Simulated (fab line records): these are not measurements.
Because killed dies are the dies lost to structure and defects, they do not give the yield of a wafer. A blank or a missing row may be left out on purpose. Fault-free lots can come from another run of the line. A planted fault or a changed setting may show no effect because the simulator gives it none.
Which tool did it? | flow berkeley-cmos170 | 6 lots with 18 wafers sampled at 2 steps, on a route of 331 steps

## WHAT THE GAUGES SHOWED, per wafer
UCB170_M1_CD_MEAS_90 targets a cd of 700 nm.
lot  | measured     | on        | cd-nm (nm)
L871 | day 8 15:11  | cd-sem-02 | 703.2 701.4 702.0
L875 | day 9 16:11  | cd-sem-01 | 715.0 702.0 702.7 715.0 702.3 703.0
L880 | day 11 02:33 | cd-sem-01 | 699.5 699.1 700.4
L890 | day 12 17:53 | cd-sem-01 | 704.6 703.8 702.7
L888 | day 12 23:08 | cd-sem-02 | 699.1 701.3 699.1
L889 | day 12 23:25 | cd-sem-02 | 700.0 697.4 701.2

## WHICH TOOL RAN EACH LOT (tool, then ch and the chambers of the sampled wafers, then the start)
lot  | UCB170_M1_METAL_ETCH_12
L871 | rie-metal-01 ch 0,1, day 8 14:58
L875 | rie-metal-01 ch 0,1, day 9 15:57
L880 | rie-metal-03 ch 0,1, day 11 02:19
L890 | rie-metal-03 ch 0,1, day 12 17:37
L888 | rie-metal-01 ch 0,1, day 12 22:52
L889 | rie-metal-04 ch 0,1, day 12 23:08
- UCB170_M1_METAL_ETCH_12: etches Al in Cl2/BCl3, stops on PSG, target depth 780 nm, time 130 s.

## THE ANSWER, worked out from the rows above alone
Rule: the usual values come from the lots themselves. Put in order of their means at a reading, lots are off if they are a third of the lots or fewer, leave a main group of 4 or more, and stand apart from it by a gap of 3 or more times the standard deviation of the main group's means; of several such gaps the widest counts. The tables above print the reading to a certain number of digits; a main group whose means all agree to those digits is not used. Also off: a lot with no number at a reading for which 4 or more lots have one. Where the step has rows for the other lots, those lots are counted as sound.
Across all readings shown, no lot is off: no conclusion can be drawn from this.

## WHAT WAS PUT IN BY THE SIMULATOR
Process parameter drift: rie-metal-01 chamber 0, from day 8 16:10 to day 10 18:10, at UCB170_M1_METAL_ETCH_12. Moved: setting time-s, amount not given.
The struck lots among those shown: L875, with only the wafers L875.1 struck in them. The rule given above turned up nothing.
